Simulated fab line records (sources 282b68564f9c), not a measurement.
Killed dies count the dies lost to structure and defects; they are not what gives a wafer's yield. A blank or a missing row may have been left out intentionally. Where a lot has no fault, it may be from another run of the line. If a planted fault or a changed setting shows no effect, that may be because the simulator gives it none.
Which tool was responsible? ; flow rit cmos ; 21 wafers from 7 lots sampled at 3 of the route's 202 steps

## WHAT THE GAUGES READ, wafer by wafer
RIT_PRETRO_TW_MEAS_10.
lot;measured;on;PRETRO_TW
L947;day 2 18:14;film metro-01;480 478 477
L949;day 3 03:42;film metro-04;467 466 466
L952;day 3 18:33;film metro-01;479 477 477
L954;day 4 05:07;film metro-04;471 472 470
L962;day 5 22:18;film metro-03;530 529 530
L965;day 6 12:34;film metro-01;478 477 479
L968;day 7 03:39;film metro-01;479 480 479

## EACH LOT AND THE TOOL THAT RAN IT (in order: tool; ch and the chambers of the sampled wafers; start)
lot;RIT_PWELL_STRIP_09;RIT_PRETRO_IMPLANT_08
L947;plasma asher-03 ch 0,1, day 2 09:16;implanter-03 ch 0, day 2 17:55
L949;plasma asher-03 ch 0,1, day 2 18:51;implanter-02 ch 0, day 3 03:23
L952;plasma asher-01 ch 0, day 3 09:50;implanter-03 ch 0, day 3 18:13
L954;plasma asher-03 ch 0,1, day 3 20:21;implanter-01 ch 0, day 4 04:47
L962;plasma asher-03 ch 0,1, day 5 13:21;implanter-01 ch 0, day 5 21:58
L965;plasma asher-03 ch 0,1, day 6 03:28;implanter-02 ch 0, day 6 12:14
L968;plasma asher-03 ch 0,1, day 6 18:56;implanter-03 ch 0, day 7 03:20
- RIT_PWELL_STRIP_09: strips in O2, time 180 s.
- RIT_PRETRO_IMPLANT_08

## THE ANSWER, worked out from the rows above alone
Rule: usual is defined by the lots themselves. Put in order of their means at a reading, lots are off if they are a third of the lots or fewer, leave a main group of 4 or more, and stand apart from it by a gap of 3 or more times the standard deviation of the main group's means; of several such gaps the widest counts. The tables above print the reading to a certain number of digits; a main group whose means all agree to those digits is not used. A lot without any number at a reading at which 4 lots or more have one is off too. All remaining lots with rows at the step are treated as sound.
Off: at RIT_PRETRO_TW_MEAS_10 (PRETRO_TW), L962. Mean 475 and standard deviation 4.8 in the main group.
A tool fits if, at a process step before that reading, it ran every lot that is off, and no sound lot after the first of them. Gauges at RIT_PRETRO_TW_MEAS_10: tried the same way as those tools. Undecided on this evidence; 2 tools fit (implanter-01 at RIT_PRETRO_IMPLANT_08, film metro-03 at RIT_PRETRO_TW_MEAS_10).

## WHAT HAD BEEN PUT IN BY THE SIMULATOR
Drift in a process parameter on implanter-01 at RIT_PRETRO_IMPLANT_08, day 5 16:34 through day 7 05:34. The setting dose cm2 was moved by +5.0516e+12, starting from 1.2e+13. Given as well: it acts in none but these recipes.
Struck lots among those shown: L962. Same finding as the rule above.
